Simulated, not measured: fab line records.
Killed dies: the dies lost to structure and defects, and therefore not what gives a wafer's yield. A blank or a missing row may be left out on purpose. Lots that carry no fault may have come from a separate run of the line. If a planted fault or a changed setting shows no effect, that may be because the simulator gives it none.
Problem report in the 8D (eight disciplines) form, filled by code || flow rit-cmos || the parts of the form that need people (team, actions taken, sign-off) are left out

## 1. WHAT WENT WRONG
At RIT_PLDD_STRIP_09, o2-flow-sccm averages 4800 sccm over 3 wafers from 2 lots, while fault-free wafers read 3999 sccm, standard deviation 12. That is +67 standard deviations from the usual mean.
The step: strips in O2, time 180 s.
Seen first at day 6 00:11 on plasma-asher-04, wafer L145.4. The record has a number at this step for 42 wafers belonging to 14 lots. The rule behind "out" and "out of limits": a value lying over 4 standard deviations away from the usual mean. The other wafers with a number count as sound.

## 2. WHAT IT IS, WHAT IT ISN'T
{"question": "which readings at this step", "is": "o2-flow-sccm", "is not": "drypump-motor-current-A, rf-refl-power-W"}
{"question": "which lots", "is": "L145, L147", "is not": "L131, L132, L133, L134, L136, L137, L138, L139, L140, L143, L144, L151"}
{"question": "which wafers of those lots", "is": "L145.4, L147.2, L147.4", "is not": "L145.2, L145.3, L147.1"}
{"question": "read on which tools", "is": "plasma-asher-04", "is not": "plasma-asher-02, plasma-asher-03"}
{"question": "when", "is": "from day 6 00:11", "is not": "up to then (35 sound wafers); but 4 sound wafers of L147, L151 came after"}

## 3. THE SUSPECTS, EACH WITH WHAT RULES IT OUT
Counting: a tool at a process step up to the reading stays a suspect if it ran every lot that is out. Sound lots after the first of them don't rule it out here, since some wafers of a struck lot are sound.
- plasma-asher-04 at RIT_PLDD_STRIP_09 (strips in O2, time 180 s): kept. Every lot that is out went through it, the first being L145 (day 6 00:11); the last sound lot it ran before that was L144 (day 5 14:40). Its own readings are out on those wafers: o2-flow-sccm.
- The sound lot-mates ran in chamber 0 of plasma-asher-04 at RIT_PLDD_STRIP_09, but the wafers that are out ran in chamber 1.
The count leaves plasma-asher-04 at RIT_PLDD_STRIP_09.

## 4. THE CAUSE (what the simulator had put in)
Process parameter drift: plasma-asher-04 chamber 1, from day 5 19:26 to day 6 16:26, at RIT_PLDD_STRIP_09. From 4000, the setting o2-flow-sccm moved by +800. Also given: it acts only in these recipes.
Counting left only this tool.

## 5. SEQUENCE OF EFFECTS, ordered by route
Each row: a reading where the mean over the struck wafers with a number is more than 3 standard deviations away from the usual. Readings are gone through only where the record gives a usual standard deviation; hours: the median, over the lots, of the time from a lot's start at the first step in this table giving one to that lot's start at this step; sigmas: the change measured in usual standard deviations.
{"hours": 0, "step": "RIT_PLDD_STRIP_09", "reading": "o2-flow-sccm", "usual": "3999 sccm", "on struck wafers": 4800, "change": "+801", "sigmas": "+67"}
Process steps it contains:
- RIT_PLDD_STRIP_09: strips in O2, time 180 s.

## 6. WHAT WOULD HAVE CAUGHT IT SOONER
First out-of-limits reading in this record: day 6 00:11, which is 5 hours after fault onset at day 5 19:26.
